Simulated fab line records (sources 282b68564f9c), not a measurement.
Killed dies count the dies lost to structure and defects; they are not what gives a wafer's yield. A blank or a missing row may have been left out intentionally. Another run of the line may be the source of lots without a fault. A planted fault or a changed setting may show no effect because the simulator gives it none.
Comparing a struck lot with a sound one || flow ritCmos || 33 out of 202 route steps
Sound: the wafers L613.2, L613.5, L613.6. The struck wafers were L627.1, L627.2, L627.6. The cause is given at the end.
For every step that has rows: the tool of each side, followed by ch and its chambers, followed by its first start. Under that, the readings that differ: sound wafers || struck wafers || difference of the means || sigmas: that difference in standard deviations of wafers without a fault.
alike: readings whose means differ by less than 2 such deviations, and words and numbers that are the same on both sides. not compared: withheld readings, readings that some wafer has no value for, bounds like >300 that may hide the same value, and numbers for which the record gives no deviation and whose values overlap.
A row with sigmas, a row that says differs or no value, or rows on one side alone: a step with any of these is where the two part. Numbers that don't overlap but have no deviation are shown without sigmas and don't part them. A reading that every wafer of one side lacks parts them only if that side has two wafers or more.

first, 2 steps without rows for these wafers: RIT_SPACER_CLEAN_02 (cleans in SC2, time 600 s); RIT_SPACER_CVD_03 (deposits Si3N4 from SiH2Cl2/NH3, target thk 250 nm, time 3300 s).
RIT_SPACER_THK_MEAS_04:
  sound: filmMetro-03 at day 3 12:52; struck: filmMetro-02 at day 6 17:10
  alike: SPACER_NITRIDE_THK
RIT_SPACER_ETCHBACK_05: etches Si3N4 in SF6/CHF3, stops on SiO2, target depth 250 nm, time 240 s.
  sound on rieDiel-02 ch 0,2,3, day 3 12:55; struck on rieDiel-02 ch 2,3, day 6 17:13
  alike: drypumpMotorCurrentA, oesProductAu, throttleValvePct
  not compared: rfHoursCounterH
then, 6 steps without rows for these wafers: RIT_NSD_HMDS_00 (prime time 60 s); RIT_NSD_COAT_01 (resist thk 1000 nm); RIT_NSD_SOFTBAKE_02 (time 60 s); RIT_NSD_EXPOSE_03 (exposes mask M9, target cd 40700 nm); RIT_NSD_PEB_04; RIT_NSD_DEVELOP_05 (develop time 50 s).
RIT_NSD_OVL_MEAS_06:
  sound: overlay-02 at day 3 13:55; struck: overlay-02 at day 6 18:13
  alike: NSD_OVL
then, 1 step without rows for these wafers: RIT_NSD_HARDBAKE_07 (time 60 s).
RIT_NSD_IMPLANT_08:
  sound on implanter-02 ch 0, day 3 14:07; struck on implanter-04 ch 0, day 6 18:44
  alike: tiltDeg
RIT_NSD_STRIP_09: strips in O2, time 180 s.
  sound on plasmaAsher-04 ch 0,1, day 3 14:15; struck on plasmaAsher-02 ch 0,1, day 6 18:53
  alike: drypumpMotorCurrentA
  not compared: rfHoursCounterH
RIT_NSD_TW_MEAS_10:
  sound: filmMetro-04 at day 3 14:26; struck: filmMetro-04 at day 6 19:17
{"reading": "NSD_TW", "sound": "3165 3143 3162", "struck": "3565 3548 3527", "difference": "+390", "sigmas": "+19"}
then, 6 steps without rows for these wafers: RIT_PSD_HMDS_00 (prime time 60 s); RIT_PSD_COAT_01 (resist thk 1000 nm); RIT_PSD_SOFTBAKE_02 (time 60 s); RIT_PSD_EXPOSE_03 (exposes mask M10, target cd 40900 nm); RIT_PSD_PEB_04; RIT_PSD_DEVELOP_05 (develop time 50 s).
RIT_PSD_OVL_MEAS_06:
  sound: overlay-02 at day 3 15:28; struck: overlay-01 at day 7 02:50
{"reading": "PSD_OVL (nm)", "sound": "1.4 3.0 1.8", "struck": "-0.8 -1.2 0.5", "difference": -2.6, "sigmas": -2}
then, 2 steps without rows for these wafers: RIT_PSD_HARDBAKE_07 (time 60 s); RIT_PSD_IMPLANT_08.
RIT_PSD_STRIP_09: strips in O2, time 180 s.
  sound on plasmaAsher-04 ch 0,1, day 3 15:47; struck on plasmaAsher-02 ch 0,1, day 7 03:10
  alike: drypumpMotorCurrentA
  not compared: rfHoursCounterH
RIT_PSD_TW_MEAS_10:
  sound: filmMetro-02 at day 3 15:59; struck: filmMetro-01 at day 7 03:20
{"reading": "PSD_TW", "sound": "3429 3434 3434", "struck": "3511 3502 3505", "difference": "+74", "sigmas": "+3"}
then, 3 steps without rows for these wafers: RIT_SDANNEAL_CLEAN_00 (cleans in SC1, time 600 s); RIT_SDANNEAL_CLEAN_01 (cleans in dHF, time 30 s); RIT_SDANNEAL_CLEAN_02 (cleans in SC2, time 600 s).
RIT_SDANNEAL_RTA_03: time 5 s.
  sound on rtpAnneal-01 ch 0, day 3 16:24; struck on rtpAnneal-01 ch 0, day 7 03:54
  alike: chamberO2Ppm, rampDownCPerS, rampUpCPerS, wafer_temp_C_max
RIT_SDANNEAL_RS_MEAS_04: the measuring method here is four-point-probe.
  sound: filmMetro-04 at day 3 16:28; struck: filmMetro-01 at day 7 03:58
  alike: PSD_RS
RIT_SDANNEAL_RS_MEAS_05: the measuring method here is four-point-probe.
  sound: filmMetro-04 at day 3 16:35; struck: filmMetro-01 at day 7 04:25
{"reading": "NSD_RS (ohm/sq)", "sound": "84.8 84.8 84.5", "struck": "52.6 52.4 52.4", "difference": -32.2, "sigmas": -98}
RIT_M1_PROBE_99:
  the record has rows for the sound wafers here (prober-02, day 4 01:43) and none for the struck ones

== WHERE THEY PART ==
Earliest at RIT_NSD_TW_MEAS_10; latest, in this record, at RIT_M1_PROBE_99.

WHY: whatever the simulator had introduced
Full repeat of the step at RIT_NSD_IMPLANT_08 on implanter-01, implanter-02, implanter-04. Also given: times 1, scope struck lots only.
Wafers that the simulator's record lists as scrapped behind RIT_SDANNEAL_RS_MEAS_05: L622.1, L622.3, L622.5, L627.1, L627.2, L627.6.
